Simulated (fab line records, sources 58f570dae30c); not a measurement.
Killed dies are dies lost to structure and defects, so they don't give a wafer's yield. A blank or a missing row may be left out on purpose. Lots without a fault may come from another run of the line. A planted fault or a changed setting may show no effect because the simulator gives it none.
fab line records | flow berkeley_cmos170
record lots=5 wafers=15 last_day=13
route steps=331 shown GATE@131 PLDD@145 NLDD@158 SPACER@171
lots that met no fault: from a run of the same line without faults
start_h: hours from the record's first day to the start of the lot's first wafer shown | wait_h: hours since the lot's step before | " the same as in the row above | L1.1+2: a row that stands for several wafers | - no value, or no start given | * or withheld: withheld | < > ~ a bound
route shown NAME@n: a module of which the file shows steps, and the number in the route of the first | usual: mean/standard deviation of fault-free wafers | same: alike in all rows | chamber/n: place in a boat | sites: the reading at each site | _std_site: their standard deviation | _edge_site: outer sites' mean less inner sites' | radius_mm: how far each site lies from the wafer's centre | mask NAME#n: copy n | behind: the tool/chamber that last shaped the wafer | hold: why the lot was held/for how many hours/how that ended | device: the transistor (n, p or np) that didn't switch | end of line: the same wafers' tests at the end of the route | a step without rows: its recipe alone | killed: dies lost to structure and defects at the first sort, not the wafer's yield | map: a wafer's dies, x killed, . not, _ none there
set.NAME: the setting as run; set.NAME@STEP: as run at that earlier step | model.NAME: the simulator's own value behind a step, which no gauge read
lots at some steps of the route; a table a step, a row a wafer
services: from which hour (start_h, from the record's first day; less than 0 if before it) a tool's chamber was out of use, for how many hours, and why
## steps
# step UCB170_GATE_THK_MEAS_05
# recipe reads=poly-Si_of_GATE_CVD_04
# usual GATE_POLY_THK=213.9/2.1
# columns lot.wafer tool chamber start_h wait_h GATE_POLY_THK[nm]
L087.3 film_metro-04 - 196.50 0.2 210.3
L087.4 " - " " 212.5
L087.6 " - " " 209.1
L089.1 film_metro-04 - 216.26 0.0 211.4
L089.4 " - " " 212.3
L089.6 " - " " 213.5
L095.4 film_metro-04 - 248.65 0.0 214.8
L095.5 " - " " 214.3
L095.6 " - " " 214.4
L096.1 film_metro-03 - 259.27 0.0 210.5
L096.2 " - " " 210.6
L096.3 " - " " 211.3
L097.1 film_metro-02 - 259.27 0.0 215.0
L097.3 " - " " 216.1
L097.5 " - " " 214.9
# step UCB170_GATE_COAT_06
# recipe resist=BARC temp_c=withheld time_s=withheld spin_rpm=3000 resist_thk_nm=withheld
# columns lot.wafer tool chamber start_h wait_h
L087.3+4+6 litho_track-04 0 197.04 0.5
L089.1+4+6 litho_track-03 0 217.14 0.9
L095.4+5+6 litho_track-03 0 248.76 0.1
L096.1+2+3 litho_track-01 0 259.82 0.5
L097.1+3+5 litho_track-04 0 260.04 0.8
# step UCB170_GATE_COAT_07
# recipe resist=KrF spin_rpm=1500 resist_thk_nm=900
# columns lot.wafer tool chamber start_h wait_h
L087.3+4+6 litho_track-04 0 - -
L089.1+4+6 litho_track-03 0 - -
L095.4+5+6 litho_track-03 0 - -
L096.1+2+3 litho_track-01 0 - -
L097.1+3+5 litho_track-04 0 - -
# step UCB170_GATE_SOFTBAKE_08
# recipe resist=KrF temp_c=130 time_s=60
# columns lot.wafer tool chamber start_h wait_h
L087.3+4+6 litho_track-04 0 - -
L089.1+4+6 litho_track-03 0 - -
L095.4+5+6 litho_track-03 0 - -
L096.1+2+3 litho_track-01 0 - -
L097.1+3+5 litho_track-04 0 - -
# step UCB170_GATE_EXPOSE_09
# recipe mask_id=POLY target_cd_nm=350 na=0.5 sigma_outer=0.6 source_shape=conventional dose_mj=21
# columns lot.wafer tool chamber start_h wait_h mask
L087.3+4+6 krf_scanner-02 0 197.93 - POLY#0
L089.1+4+6 krf_scanner-01 0 217.71 - POLY#0
L095.4+5+6 krf_scanner-02 0 249.19 - POLY#0
L096.1+2+3 krf_scanner-02 0 260.49 - POLY#0
L097.1+3+5 krf_scanner-01 0 260.73 - POLY#0
# step UCB170_GATE_PEB_10
# recipe peb_temp_c=130 peb_time_s=withheld resist=KrF
# columns lot.wafer tool chamber start_h wait_h
L087.3+4+6 litho_track-03 0 198.60 0.6
L089.1+4+6 litho_track-03 0 218.49 0.8
L095.4+5+6 litho_track-03 0 249.32 0.1
L096.1+2+3 litho_track-01 0 260.82 0.3
L097.1+3+5 litho_track-03 0 260.98 0.2
# step UCB170_GATE_DEVELOP_11
# recipe developer=TMAH develop_time_s=45 resist=KrF dev_temp_c=21
# columns lot.wafer tool chamber start_h wait_h
L087.3+4+6 litho_track-03 0 - -
L089.1+4+6 litho_track-03 0 - -
L095.4+5+6 litho_track-03 0 - -
L096.1+2+3 litho_track-01 0 - -
L097.1+3+5 litho_track-03 0 - -
# step UCB170_GATE_CD_MEAS_12
# recipe target_cd_nm=350
# usual cd_nm=349.9/1.7
# columns lot.wafer tool chamber start_h wait_h cd_nm
L087.3 cd_sem-01 - 198.87 - 347.6
L087.4 " - " " 347.9
L087.6 " - " " 349.1
L089.1 cd_sem-01 - 218.76 - 351.6
L089.4 " - " " 351.0
L089.6 " - " " 350.7
L095.4 cd_sem-02 - 249.58 - 349.0
L095.5 " - " " 347.2
L095.6 " - " " 348.8
L096.1 cd_sem-02 - 261.16 - 347.9
L096.2 " - " " 346.9
L096.3 " - " " 346.0
L097.1 cd_sem-01 - 261.25 - 351.1
L097.3 " - " " 348.6
L097.5 " - " " 349.5
# step UCB170_GATE_OVL_MEAS_13
# usual GATE_OVL=3/5.5
# columns lot.wafer tool chamber start_h wait_h GATE_OVL[nm]
L087.3 overlay-02 - 198.96 0.1 6
L087.4 " - " " 2
L087.6 " - " " 7
L089.1 overlay-02 - 218.88 0.1 -3
L089.4 " - " " -4
L089.6 " - " " -9
L095.4 overlay-02 - 249.66 0.1 7
L095.5 " - " " -2
L095.6 " - " " 6
L096.1 overlay-02 - 261.28 0.1 2
L096.2 " - " " 0
L096.3 " - " " 2
L097.1 overlay-01 - 261.37 0.1 -8
L097.3 " - " " -3
L097.5 " - " " -5
# step UCB170_GATE_ETCH_14
# recipe chemistry=N2/H2 target_depth_a=withheld overetch_a=withheld target=BARC time_s=withheld source_w=500 bias_w=100 pressure_mtorr=30 n2_flow_sccm=100 h2_flow_sccm=200
# usual drypump_motor_current_A=5.7/0.42 oes_product_au=1.009/0.025 throttle_valve_pct=13.28/0.22
# columns lot.wafer tool chamber start_h wait_h drypump_motor_current_A oes_product_au throttle_valve_pct
L087.3 rie_diel-01 3 198.99 0.0 6.0 1.032 13.42
L087.4 " 2 " " 5.2 1.025 13.42
L087.6 " 3 " " 6.0 1.040 13.41
L089.1 rie_diel-01 3 218.92 0.0 6.0 1.026 13.43
L089.4 " 0 " " 5.6 1.037 13.16
L089.6 " 0 " " 5.6 1.040 13.18
L095.4 rie_diel-04 1 249.70 0.0 6.5 0.957 12.95
L095.5 " 2 " " 5.7 0.982 13.20
L095.6 " 0 " " 5.9 0.973 13.63
L096.1 rie_diel-04 2 261.32 0.0 5.7 0.978 13.21
L096.2 " 1 " " 6.5 0.964 12.94
L096.3 " 0 " " 5.9 0.980 13.63
L097.1 rie_diel-01 2 261.41 0.0 5.2 1.028 13.43
L097.3 " 0 " " 5.6 1.027 13.19
L097.5 " 0 " " 5.6 1.032 13.19
# step UCB170_GATE_ETCH_15
# recipe chemistry=HBr/Cl2 target=poly-Si stop_on=SiO2 over_etch_frac=0.3 icp_w=300 bias_w=150 time_s=56.3 pressure_mtorr=15 HBr_flow_sccm=150 Cl2_flow_sccm=50 target_depth_a=2782
# usual drypump_motor_current_A=5.6/0.48 oes_product_au=0.827/0.015 throttle_valve_pct=26.49/0.26
# columns lot.wafer tool chamber start_h wait_h drypump_motor_current_A oes_product_au rf_hours_counter_h throttle_valve_pct
L087.3 rie_si-01 3 199.03 - 4.6 0.836 1 26.90
L087.4 " 1 " " 5.8 0.811 28 26.24
L087.6 " 3 " " 4.6 0.838 - 26.91
L089.1 rie_si-01 1 218.96 - 5.8 0.797 28 26.23
L089.4 " 0 " " 5.2 0.803 1 26.18
L089.6 " 0 " " 5.2 0.809 - 26.18
L095.4 rie_si-02 1 249.72 - 6.0 0.828 2 26.69
L095.5 " 0 " " 5.8 0.839 - 26.62
L095.6 " 1 " " 5.9 0.829 - 26.70
L096.1 rie_si-02 1 261.36 - 5.9 0.811 2 26.67
L096.2 " 2 " " 5.8 0.830 1 26.31
L096.3 " 3 " " 5.8 0.816 1 26.73
L097.1 rie_si-01 3 261.45 - 4.7 0.857 2 26.91
L097.3 " 1 " " 5.7 0.827 28 26.22
L097.5 " 0 " " 5.2 0.810 - 26.19
# step UCB170_GATE_STRIP_16
# recipe chemistry=O2 power_w=400 pressure_mtorr=3500 platen_temp_c=withheld o2_flow_sccm=400 overash_fraction=0.5
# usual drypump_motor_current_A=5.57/0.27 o2_flow_sccm=400.1/1.1 oes_product_au=0.724/0.0041
# columns lot.wafer tool chamber start_h wait_h drypump_motor_current_A o2_flow_sccm oes_product_au rf_hours_counter_h
L087.3 plasma_asher-03 0 199.11 0.1 5.59 399.2 0.721 -
L087.4 " 1 " " 5.56 401.6 0.727 -
L087.6 " 1 " " 5.59 399.7 0.717 -
L089.1 plasma_asher-04 0 219.01 0.0 5.28 401.3 0.722 48
L089.4 " 1 " " 5.97 399.9 0.725 -
L089.6 " 1 " " 5.99 399.1 0.726 -
L095.4 plasma_asher-03 0 249.80 0.1 5.59 401.9 0.728 -
L095.5 " 0 " " 5.59 400.7 0.724 -
L095.6 " 1 " " 5.61 399.8 0.724 -
L096.1 plasma_asher-04 1 261.41 0.0 6.01 399.7 0.722 53
L096.2 " 0 " " 5.28 401.6 0.718 53
L096.3 " 0 " " 5.28 400.9 0.726 -
L097.1 plasma_asher-02 0 261.50 0.0 5.34 400.6 0.721 14
L097.3 " 1 " " 5.41 400.5 0.727 -
L097.5 " 1 " " 5.42 398.1 0.724 -
# step UCB170_GATE_CD_MEAS_90
# recipe target_cd_nm=350
# usual cd_nm=349.6/1.8
# columns lot.wafer tool chamber start_h wait_h cd_nm
L087.3 cd_sem-02 - 199.23 0.1 347.3
L087.4 " - " " 347.2
L087.6 " - " " 348.6
L089.1 cd_sem-01 - 219.11 0.1 352.1
L089.4 " - " " 351.7
L089.6 " - " " 351.2
L095.4 cd_sem-02 - 249.93 0.1 348.9
L095.5 " - " " 346.2
L095.6 " - " " 348.5
L096.1 cd_sem-02 - 261.51 0.1 347.4
L096.2 " - " " 348.0
L096.3 " - " " 346.9
L097.1 cd_sem-02 - 261.63 0.1 350.6
L097.3 " - " " 348.7
L097.5 " - " " 349.5
# step UCB170_GATE_CLEAN_17
# recipe chemistry=SPM temp_c=120 time_s=600
# columns lot.wafer tool chamber start_h wait_h
L087.3+4+6 wet_bench-04 3 199.43 0.2
L089.1+4+6 wet_bench-04 2 219.23 0.1
L095.4+5+6 wet_bench-01 1 249.99 0.0
L096.1+2+3 wet_bench-04 0 261.63 0.1
L097.1+3+5 wet_bench-01 1 261.75 0.1
# step UCB170_PLDD_HMDS_00
# recipe prime_time_s=60 prime_temp_c=100
# columns lot.wafer tool chamber start_h wait_h
L087.3+4+6 litho_track-02 0 200.40 0.8
L089.1+4+6 litho_track-01 0 219.47 0.1
L095.4+5+6 litho_track-01 0 250.56 0.4
L096.1+2+3 litho_track-02 0 262.22 0.4
L097.1+3+5 litho_track-03 0 262.43 0.5
# step UCB170_PLDD_COAT_01
# recipe resist=KrF spin_rpm=1500 resist_thk_nm=900
# columns lot.wafer tool chamber start_h wait_h
L087.3+4+6 litho_track-02 0 200.55 0.1
L089.1+4+6 litho_track-01 0 219.62 0.1
L095.4+5+6 litho_track-01 0 250.71 0.1
L096.1+2+3 litho_track-02 0 262.37 0.1
L097.1+3+5 litho_track-03 0 262.58 0.1
# step UCB170_PLDD_SOFTBAKE_02
# recipe resist=KrF temp_c=130 time_s=60
# columns lot.wafer tool chamber start_h wait_h
L087.3+4+6 litho_track-02 0 200.70 0.1
L089.1+4+6 litho_track-01 0 219.77 0.1
L095.4+5+6 litho_track-01 0 250.86 0.1
L096.1+2+3 litho_track-02 0 262.52 0.1
L097.1+3+5 litho_track-03 0 262.73 0.1
# step UCB170_PLDD_EXPOSE_03
# recipe mask_id=PSELECT na=0.5 sigma_outer=0.6 source_shape=conventional target_cd_nm=1200 dose_mj=30
# columns lot.wafer tool chamber start_h wait_h mask
L087.3+4+6 krf_scanner-02 0 201.03 0.3 PSELECT#0
L089.1+4+6 krf_scanner-02 0 220.37 0.6 PSELECT#0
L095.4+5+6 krf_scanner-02 0 250.99 0.1 PSELECT#0
L096.1+2+3 krf_scanner-01 0 262.88 0.3 PSELECT#0
L097.1+3+5 krf_scanner-02 0 263.12 0.4 PSELECT#0
# step UCB170_PLDD_PEB_04
# recipe peb_temp_c=130 peb_time_s=withheld resist=KrF
# columns lot.wafer tool chamber start_h wait_h
L087.3+4+6 litho_track-03 0 201.23 0.2
L089.1+4+6 litho_track-01 0 220.65 0.3
L095.4+5+6 litho_track-03 0 251.32 0.3
L096.1+2+3 litho_track-03 0 263.15 0.3
L097.1+3+5 litho_track-01 0 263.23 0.1
# step UCB170_PLDD_DEVELOP_05
# recipe developer=TMAH develop_time_s=45 resist=KrF dev_temp_c=21
# columns lot.wafer tool chamber start_h wait_h
L087.3+4+6 litho_track-03 0 - -
L089.1+4+6 litho_track-01 0 - -
L095.4+5+6 litho_track-03 0 - -
L096.1+2+3 litho_track-03 0 - -
L097.1+3+5 litho_track-01 0 - -
# step UCB170_PLDD_CD_MEAS_06
# recipe target_cd_nm=1200
# usual cd_nm=1199.8/1.3
# columns lot.wafer tool chamber start_h wait_h cd_nm
L087.3 cd_sem-01 - 201.51 - 1199.1
L087.4 " - " " 1200.9
L087.6 " - " " 1201.4
L089.1 cd_sem-01 - 220.92 - 1200.4
L089.4 " - " " 1199.8
L089.6 " - " " 1199.4
L095.4 cd_sem-02 - 251.58 - 1199.0
L095.5 " - " " 1199.4
L095.6 " - " " 1198.6
L096.1 cd_sem-02 - 263.43 - 1199.0
L096.2 " - " " 1199.4
L096.3 " - " " 1199.8
L097.1 cd_sem-01 - 263.51 - 1200.7
L097.3 " - " " 1199.3
L097.5 " - " " 1200.0
# step UCB170_PLDD_OVL_MEAS_07
# usual PLDD_OVL=0/5
# columns lot.wafer tool chamber start_h wait_h PLDD_OVL[nm]
L087.3 overlay-02 - 201.60 0.1 -1
L087.4 " - " " 1
L087.6 " - " " -4
L089.1 overlay-02 - 221.04 0.1 -2
L089.4 " - " " 7
L089.6 " - " " 1
L095.4 overlay-01 - 251.66 0.1 -7
L095.5 " - " " 0
L095.6 " - " " 1
L096.1 overlay-01 - 263.55 0.1 -2
L096.2 " - " " 0
L096.3 " - " " -7
L097.1 overlay-02 - 263.63 0.1 -5
L097.3 " - " " 7
L097.5 " - " " 6
# step UCB170_PLDD_IMPLANT_08
# recipe species=BF2 dose_cm2=5e+13 energy_kev=10 tilt_deg=7 rotation_deg=0
# usual beam_energy_keV=10.000/0.0033
# columns lot.wafer tool chamber start_h wait_h beam_energy_keV
L087.3 implanter-01 0 201.67 0.1 9.998
L087.4 " 0 " " 9.998
L087.6 " 0 " " 9.997
L089.1 implanter-01 0 221.08 0.0 9.999
L089.4 " 0 " " 10.004
L089.6 " 0 " " 9.995
L095.4 implanter-03 0 251.76 0.1 9.996
L095.5 " 0 " " 9.999
L095.6 " 0 " " 9.999
L096.1 implanter-01 0 263.58 0.0 10.004
L096.2 " 0 " " 10.002
L096.3 " 0 " " 9.996
L097.1 implanter-04 0 263.66 0.0 10.002
L097.3 " 0 " " 10.001
L097.5 " 0 " " 9.999
# step UCB170_PLDD_IMPLANT_09
# recipe species=BF2 dose_cm2=5e+13 energy_kev=10 tilt_deg=7 rotation_deg=180
# usual beam_energy_keV=10.000/0.0032
# columns lot.wafer tool chamber start_h wait_h beam_energy_keV
L087.3 implanter-01 0 201.82 0.1 10.002
L087.4 " 0 " " 10.002
L087.6 " 0 " " 10.001
L089.1 implanter-01 0 221.23 0.1 9.998
L089.4 " 0 " " 10.000
L089.6 " 0 " " 10.001
L095.4 implanter-03 0 251.91 0.1 10.006
L095.5 " 0 " " 9.999
L095.6 " 0 " " 9.997
L096.1 implanter-01 0 263.73 0.1 10.005
L096.2 " 0 " " 9.997
L096.3 " 0 " " 9.997
L097.1 implanter-04 0 263.81 0.1 10.000
L097.3 " 0 " " 10.001
L097.5 " 0 " " 10.002
# step UCB170_PLDD_STRIP_10
# recipe chemistry=O2 power_w=400 pressure_mtorr=3500 platen_temp_c=withheld o2_flow_sccm=400 overash_fraction=0.5
# usual drypump_motor_current_A=5.49/0.24 o2_flow_sccm=400.0/1.2 oes_product_au=0.734/0.0048 strip_time_to_endpoint_s=21.59/0.06
# columns lot.wafer tool chamber start_h wait_h drypump_motor_current_A o2_flow_sccm oes_product_au rf_hours_counter_h strip_time_to_endpoint_s
L087.3 plasma_asher-02 0 201.96 0.1 5.35 398.2 0.725 - 21.54
L087.4 " 1 " " 5.41 399.7 0.733 - 21.47
L087.6 " 0 " " 5.33 398.0 0.737 - 21.47
L089.1 plasma_asher-01 0 221.38 0.1 5.04 400.6 0.735 55 21.64
L089.4 " 1 " " 5.74 402.3 0.738 - 21.61
L089.6 " 1 " " 5.74 403.7 0.734 - 21.62
L095.4 plasma_asher-03 0 252.01 0.1 5.60 400.5 0.741 - 21.67
L095.5 " 0 " " 5.59 400.6 0.725 - 21.65
L095.6 " 1 " " 5.60 398.9 0.728 - 21.70
L096.1 plasma_asher-03 0 263.88 0.1 5.58 398.7 0.731 44 21.48
L096.2 " 1 " " 5.62 399.2 0.733 44 21.57
L096.3 " 1 " " 5.60 400.4 0.732 - 21.57
L097.1 plasma_asher-01 0 263.96 0.1 5.05 400.6 0.731 61 21.62
L097.3 " 0 " " 5.05 400.3 0.734 - 21.66
L097.5 " 0 " " 5.06 398.2 0.736 - 21.69
# step UCB170_PLDD_TW_MEAS_11
# usual PLDD_TW=1009/7.6
# columns lot.wafer tool chamber start_h wait_h PLDD_TW
L087.3 film_metro-01 - 202.04 0.1 1011
L087.4 " - " " 1009
L087.6 " - " " 1008
L089.1 film_metro-01 - 221.48 0.1 1008
L089.4 " - " " 1000
L089.6 " - " " 1002
L095.4 film_metro-04 - 252.11 0.1 998
L095.5 " - " " 996
L095.6 " - " " 990
L096.1 film_metro-01 - 263.98 0.1 1005
L096.2 " - " " 1011
L096.3 " - " " 1012
L097.1 film_metro-02 - 264.06 0.1 1009
L097.3 " - " " 1014
L097.5 " - " " 1013
# step UCB170_PLDD_CLEAN_12
# recipe chemistry=SPM temp_c=120 time_s=600
# columns lot.wafer tool chamber start_h wait_h
L087.3+4+6 wet_bench-04 1 202.55 0.5
L089.1+4+6 wet_bench-04 0 224.53 3.0
L095.4+5+6 wet_bench-04 0 252.14 0.0
L096.1+2+3 wet_bench-04 3 264.04 0.1
L097.1+3+5 wet_bench-02 3 264.13 0.1
# step UCB170_NLDD_HMDS_00
# recipe prime_time_s=60 prime_temp_c=100
# columns lot.wafer tool chamber start_h wait_h
L087.3+4+6 litho_track-04 0 203.85 1.1
L089.1+4+6 litho_track-03 0 225.22 0.5
L095.4+5+6 litho_track-02 0 252.77 0.5
L096.1+2+3 litho_track-03 0 264.33 0.1
L097.1+3+5 litho_track-02 0 264.39 0.1
# step UCB170_NLDD_COAT_01
# recipe resist=KrF spin_rpm=1500 resist_thk_nm=900
# columns lot.wafer tool chamber start_h wait_h
L087.3+4+6 litho_track-04 0 204.00 0.1
L089.1+4+6 litho_track-03 0 225.37 0.1
L095.4+5+6 litho_track-02 0 252.92 0.1
L096.1+2+3 litho_track-03 0 264.48 0.1
L097.1+3+5 litho_track-02 0 264.54 0.1
# step UCB170_NLDD_SOFTBAKE_02
# recipe resist=KrF temp_c=130 time_s=60
# columns lot.wafer tool chamber start_h wait_h
L087.3+4+6 litho_track-04 0 204.15 0.1
L089.1+4+6 litho_track-03 0 225.52 0.1
L095.4+5+6 litho_track-02 0 253.07 0.1
L096.1+2+3 litho_track-03 0 264.63 0.1
L097.1+3+5 litho_track-02 0 264.69 0.1
# step UCB170_NLDD_EXPOSE_03
# recipe mask_id=NSELECT na=0.5 sigma_outer=0.6 source_shape=conventional target_cd_nm=1200 dose_mj=30
# columns lot.wafer tool chamber start_h wait_h mask
L087.3+4+6 krf_scanner-02 0 204.56 0.4 NSELECT#0
L089.1+4+6 krf_scanner-01 0 - - NSELECT#0
L095.4+5+6 krf_scanner-01 0 253.20 0.1 NSELECT#0
L096.1+2+3 krf_scanner-02 0 264.94 0.3 NSELECT#0
L097.1+3+5 krf_scanner-01 0 265.18 0.5 NSELECT#0
# step UCB170_NLDD_PEB_04
# recipe peb_temp_c=130 peb_time_s=withheld resist=KrF
# columns lot.wafer tool chamber start_h wait_h
L087.3+4+6 litho_track-04 0 205.30 0.7
L089.1+4+6 litho_track-02 0 - -
L095.4+5+6 litho_track-04 0 253.56 0.3
L096.1+2+3 litho_track-02 0 265.06 0.1
L097.1+3+5 litho_track-04 0 265.30 0.1
# step UCB170_NLDD_DEVELOP_05
# recipe developer=TMAH develop_time_s=45 resist=KrF dev_temp_c=21
# columns lot.wafer tool chamber start_h wait_h
L087.3+4+6 litho_track-04 0 - -
L089.1+4+6 litho_track-02 0 - -
L095.4+5+6 litho_track-04 0 - -
L096.1+2+3 litho_track-02 0 - -
L097.1+3+5 litho_track-04 0 - -
# step UCB170_NLDD_CD_MEAS_06
# recipe target_cd_nm=1200
# usual cd_nm=1200.4/1.5
# columns lot.wafer tool chamber start_h wait_h cd_nm
L087.3 cd_sem-01 - 205.63 - 1200.1
L087.4 " - " " 1200.5
L087.6 " - " " 1201.3
L089.1 cd_sem-01 - 227.40 - 1199.7
L089.4 " - " " 1201.0
L089.6 " - " " 1200.0
L095.4 cd_sem-02 - 253.82 - 1202.6
L095.5 " - " " 1201.4
L095.6 " - " " 1200.7
L096.1 cd_sem-02 - 265.33 - 1198.5
L096.2 " - " " 1199.2
L096.3 " - " " 1199.9
L097.1 cd_sem-01 - 265.58 - 1202.7
L097.3 " - " " 1202.8
L097.5 " - " " 1202.2
# step UCB170_NLDD_OVL_MEAS_07
# usual NLDD_OVL=4/5.7
# columns lot.wafer tool chamber start_h wait_h NLDD_OVL[nm]
L087.3 overlay-02 - 205.72 0.1 10
L087.4 " - " " 13
L087.6 " - " " 11
L089.1 overlay-02 - 227.52 0.1 -5
L089.4 " - " " -1
L089.6 " - " " -12
L095.4 overlay-02 - 253.90 0.1 10
L095.5 " - " " 14
L095.6 " - " " 14
L096.1 overlay-02 - 265.45 0.1 3
L096.2 " - " " -4
L096.3 " - " " -3
L097.1 overlay-01 - 265.70 0.1 6
L097.3 " - " " 4
L097.5 " - " " -4
# step UCB170_NLDD_IMPLANT_08
# recipe species=As dose_cm2=5e+13 energy_kev=30 tilt_deg=7 rotation_deg=0
# usual beam_energy_keV=29.999/0.0096
# columns lot.wafer tool chamber start_h wait_h beam_energy_keV
L087.3 implanter-03 0 205.79 0.1 29.987
L087.4 " 0 " " 29.975
L087.6 " 0 " " 29.980
L089.1 implanter-04 0 227.56 0.0 30.008
L089.4 " 0 " " 30.018
L089.6 " 0 " " 30.005
L095.4 implanter-03 0 253.99 0.1 29.998
L095.5 " 0 " " 30.002
L095.6 " 0 " " 29.983
L096.1 implanter-02 0 265.49 0.0 30.010
L096.2 " 0 " " 30.009
L096.3 " 0 " " 30.003
L097.1 implanter-03 0 265.73 0.0 30.004
L097.3 " 0 " " 30.012
L097.5 " 0 " " 30.013
# step UCB170_NLDD_IMPLANT_09
# recipe species=As dose_cm2=5e+13 energy_kev=30 tilt_deg=7 rotation_deg=180
# usual beam_energy_keV=30.000/0.0091
# columns lot.wafer tool chamber start_h wait_h beam_energy_keV
L087.3 implanter-03 0 205.94 0.1 30.004
L087.4 " 0 " " 30.006
L087.6 " 0 " " 30.012
L089.1 implanter-04 0 227.71 0.1 30.008
L089.4 " 0 " " 29.996
L089.6 " 0 " " 30.004
L095.4 implanter-03 0 254.14 0.1 30.002
L095.5 " 0 " " 29.998
L095.6 " 0 " " 29.995
L096.1 implanter-02 0 265.64 0.1 30.008
L096.2 " 0 " " 30.012
L096.3 " 0 " " 30.018
L097.1 implanter-03 0 265.88 0.1 30.004
L097.3 " 0 " " 29.991
L097.5 " 0 " " 29.986
# step UCB170_NLDD_STRIP_10
# recipe chemistry=O2 power_w=400 pressure_mtorr=3500 platen_temp_c=withheld o2_flow_sccm=400 overash_fraction=0.5
# usual drypump_motor_current_A=5.6/0.36 o2_flow_sccm=400.0/1.2 oes_product_au=0.734/0.0047 strip_time_to_endpoint_s=21.60/0.066
# columns lot.wafer tool chamber start_h wait_h drypump_motor_current_A o2_flow_sccm oes_product_au rf_hours_counter_h strip_time_to_endpoint_s
L087.3 plasma_asher-04 1 206.08 0.1 6.0 400.5 0.740 - 21.54
L087.4 " 0 " " 5.3 401.0 0.741 - 21.58
L087.6 " 0 " " 5.3 401.1 0.737 - 21.54
L089.1 plasma_asher-04 1 227.86 0.1 6.0 401.1 0.733 49 21.65
L089.4 " 0 " " 5.3 402.7 0.725 - 21.56
L089.6 " 1 " " 6.0 400.0 0.732 - 21.59
L095.4 plasma_asher-04 0 254.25 0.1 5.3 398.7 0.733 - 21.63
L095.5 " 0 " " 5.3 400.4 0.733 - 21.57
L095.6 " 1 " " 6.0 399.4 0.730 - 21.56
L096.1 plasma_asher-03 0 265.79 0.1 5.6 399.2 0.728 45 21.65
L096.2 " 1 " " 5.6 399.9 0.737 45 21.64
L096.3 " 0 " " 5.6 398.8 0.728 - 21.67
L097.1 plasma_asher-04 1 266.03 0.1 6.0 399.7 0.732 53 21.51
L097.3 " 0 " " 5.3 399.0 0.737 - 21.57
L097.5 " 1 " " 6.0 400.9 0.739 - 21.52
# step UCB170_NLDD_TW_MEAS_11
# usual NLDD_TW=2206/20
# columns lot.wafer tool chamber start_h wait_h NLDD_TW
L087.3 film_metro-01 - 206.16 0.1 2217
L087.4 " - " " 2217
L087.6 " - " " 2220
L089.1 film_metro-04 - 227.96 0.1 2183
L089.4 " - " " 2186
L089.6 " - " " 2201
L095.4 film_metro-04 - 254.34 0.1 2186
L095.5 " - " " 2186
L095.6 " - " " 2192
L096.1 film_metro-02 - 265.89 0.1 2216
L096.2 " - " " 2211
L096.3 " - " " 2220
L097.1 film_metro-01 - 266.13 0.1 2228
L097.3 " - " " 2218
L097.5 " - " " 2230
# step UCB170_NLDD_CLEAN_12
# recipe chemistry=SPM temp_c=120 time_s=600
# columns lot.wafer tool chamber start_h wait_h
L087.3+4+6 wet_bench-02 0 206.26 0.1
L089.1+4+6 wet_bench-04 0 228.06 0.1
L095.4+5+6 wet_bench-04 0 254.39 0.0
L096.1+2+3 wet_bench-02 1 265.95 0.1
L097.1+3+5 wet_bench-04 1 266.19 0.1
# step UCB170_SPACER_CVD_00
# recipe material=SiO2 target_thk_nm=376 temp_c=390 precursor=TEOS/O2 time_s=47 rf_w=550 pressure_mtorr=9000
# usual heater_power_w=262/44
# columns lot.wafer tool chamber start_h wait_h heater_power_w
L087.3 pecvd-04 0 206.43 0.0 295
L087.4 " 2 " " 240
L087.6 " 0 " " 307
L089.1 pecvd-03 2 228.27 0.0 182
L089.4 " 1 " " 301
L089.6 " 2 " " 192
L095.4 pecvd-04 2 254.58 0.0 315
L095.5 " 1 " " 228
L095.6 " 0 " " 305
L096.1 pecvd-03 2 266.13 0.0 175
L096.2 " 0 " " 252
L096.3 " 1 " " 307
L097.1 pecvd-02 1 266.38 0.0 291
L097.3 " 0 " " 276
L097.5 " 0 " " 283
# step UCB170_SPACER_THK_MEAS_01
# recipe reads=SiO2_of_SPACER_CVD_00
# usual SPACER_TEOS_THK=374/5.2
# columns lot.wafer tool chamber start_h wait_h SPACER_TEOS_THK[nm]
L087.3 film_metro-03 - 206.50 0.0 369
L087.4 " - " " 375
L087.6 " - " " 374
L089.1 film_metro-01 - 228.31 0.0 370
L089.4 " - " " 376
L089.6 " - " " 372
L095.4 film_metro-01 - 254.63 0.0 379
L095.5 " - " " 377
L095.6 " - " " 378
L096.1 film_metro-04 - 266.17 0.0 368
L096.2 " - " " 374
L096.3 " - " " 379
L097.1 film_metro-03 - 266.43 0.0 370
L097.3 " - " " 365
L097.5 " - " " 372
# step UCB170_SPACER_ANNEAL_02
# recipe temp_c=900 time_s=1800 ambient=N2
# usual tube_center_temp_C_max=902.3/0.35
# columns lot.wafer tool chamber start_h wait_h tube_center_temp_C_max
L087.3 furnace-02 0 210.36 3.9 902.3
L087.4 " 0 " " 902.3
L087.6 " 0 " " 901.7
L089.1 furnace-01 0 230.37 2.1 902.1
L089.4 " 0 " " 902.6
L089.6 " 0 " " 902.4
L095.4 furnace-01 0 257.61 3.0 902.0
L095.5 " 0 " " 902.1
L095.6 " 0 " " 901.9
L096.1 furnace-04 0 271.59 5.4 902.1
L096.2 " 0 " " 902.2
L096.3 " 0 " " 902.2
L097.1 furnace-04 0 271.59 5.1 902.4
L097.3 " 0 " " 902.1
L097.5 " 0 " " 902.3
## services
# columns tool chamber start_h hours kind
implanter-01 - 173.26 2.7 pm
rie_si-02 1 179.35 3.1 repair
pecvd-04 - 182.01 0.8 repair
pecvd-03 - 188.74 6.0 pm
rie_si-02 3 192.01 4.6 repair
furnace-01 - 197.81 16.0 pm
krf_scanner-01 - 197.88 0.8 pm
wet_bench-01 - 200.35 40.4 pm
rie_diel-04 - 208.13 5.3 repair
plasma_asher-03 - 214.98 1.8 repair
krf_scanner-02 - 215.48 0.8 pm
krf_scanner-01 - 228.95 1.3 pm
plasma_asher-02 - 230.89 9.0 repair
furnace-04 - 237.69 2.9 pm
furnace-04 - 240.55 3.6 pm
rie_diel-01 2 240.70 16.0 repair
pecvd-03 - 242.50 14.0 pm
wet_bench-02 - 244.31 3.1 repair
implanter-02 - 246.05 5.2 pm
implanter-04 - 247.67 1.9 repair
rie_si-02 - 247.81 0.3 repair
rie_diel-04 3 249.22 3.9 repair
pecvd-04 - 252.45 0.3 repair
implanter-01 - 266.42 3.9 repair
## key
fault none
